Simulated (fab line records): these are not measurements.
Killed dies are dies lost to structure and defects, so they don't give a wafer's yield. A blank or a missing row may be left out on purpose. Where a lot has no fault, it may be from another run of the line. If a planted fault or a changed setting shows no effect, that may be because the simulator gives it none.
What tool caused it?    flow berkeley cmos170    45 wafers from 15 lots sampled at 2 of the route's 331 steps

== WHAT THE GAUGES SHOWED, per wafer ==
UCB170_START_THK_MEAS_03.
lot   measured     on             START_OXIDE_THK (nm)
L359  day 1 14:41  film metro-01  19.9 19.5 19.5
L360  day 1 20:31  film metro-02  19.9 20.0 20.1
L362  day 2 07:05  film metro-02  20.4 20.6 20.5
L363  day 2 11:40  film metro-04  19.9 19.9 19.7
L364  day 2 15:40  film metro-04  20.2 20.1 19.9
L365  day 2 21:58  film metro-04  20.3 20.2 20.6
L366  day 3 03:59  film metro-01  20.4 20.4 20.0
L368  day 3 14:08  film metro-02  20.0 20.1 20.0
L372  day 4 08:51  film metro-02  19.8 19.6 19.9
L373  day 4 14:10  film metro-01  20.0 20.1 19.9
L374  day 4 18:25  film metro-04  20.1 20.1 19.9
L375  day 4 23:55  film metro-02  19.5 19.6 19.3
L377  day 5 10:08  film metro-01  19.8 19.5 19.9
L379  day 5 20:41  film metro-04  19.6 19.7 19.7
L380  day 5 20:41  film metro-02  20.1 20.1 20.1

UCB170_NWELL_OVL_MEAS_12.
lot   measured     on          NWELL_OVL (nm)
L359  day 2 10:03  overlay-02  -11 -9 -10
L360  day 2 23:37  overlay-01  -5 -10 -2
L362  day 3 02:50  overlay-02  -11 -11 -8
L363  day 3 11:19  overlay-02  -3 -2 -2
L364  day 3 10:44  overlay-02  -3 -5 -7
L365  day 4 01:34  overlay-02  -6 -12 -12
L366  day 4 01:23  overlay-02  3 -7 -2
L368  day 4 12:34  overlay-01  2 3 6
L372  day 5 01:41  overlay-02  0 -5 2
L373  day 5 11:10  overlay-01  -6 -12 -2
L374  day 5 16:36  overlay-01  0 -9 -2
L375  day 5 16:53  overlay-02  0 -3 2
L377  day 6 05:20  overlay-02  -7 -13 -3
L379  day 6 18:40  overlay-01  -5 -5 -9
L380  day 6 19:03  overlay-01  -8 -6 -8

== WHICH TOOL RAN EACH LOT (tool, then ch and the chambers of the sampled wafers, then the start) ==
Record: no process step prior to these readings.

== AS READ BY THE TOOLS THEMSELVES (means over the sampled wafers that have a number; for cases with no such wafer, the mark the record gives instead) ==
The record holds no such reading with a usual standard deviation.

== THE ANSWER, worked out from the rows above alone ==
Rule: the usual values come from the lots themselves. Put in order of their means at a reading, lots are off if they are a third of the lots or fewer, leave a main group of 4 or more, and stand apart from it by a gap of 3 or more times the standard deviation of the main group's means; of several such gaps the widest counts. If all means in a main group match to the digits the tables above print for the reading, that group is not used. Also off: a lot with no number at a reading for which 4 or more lots have one. Any other lot the step has rows for is counted as sound. After the gauges, taken in route order, come the tools' own readings; for these a lot's mean is taken, as printed above. At the first step where some lot is off, the reading lying furthest off is the one used; lots without a number count as furthest.
No lot is off at any reading shown: from this, nothing can be told.

== WHAT WAS PUT IN BY THE SIMULATOR ==
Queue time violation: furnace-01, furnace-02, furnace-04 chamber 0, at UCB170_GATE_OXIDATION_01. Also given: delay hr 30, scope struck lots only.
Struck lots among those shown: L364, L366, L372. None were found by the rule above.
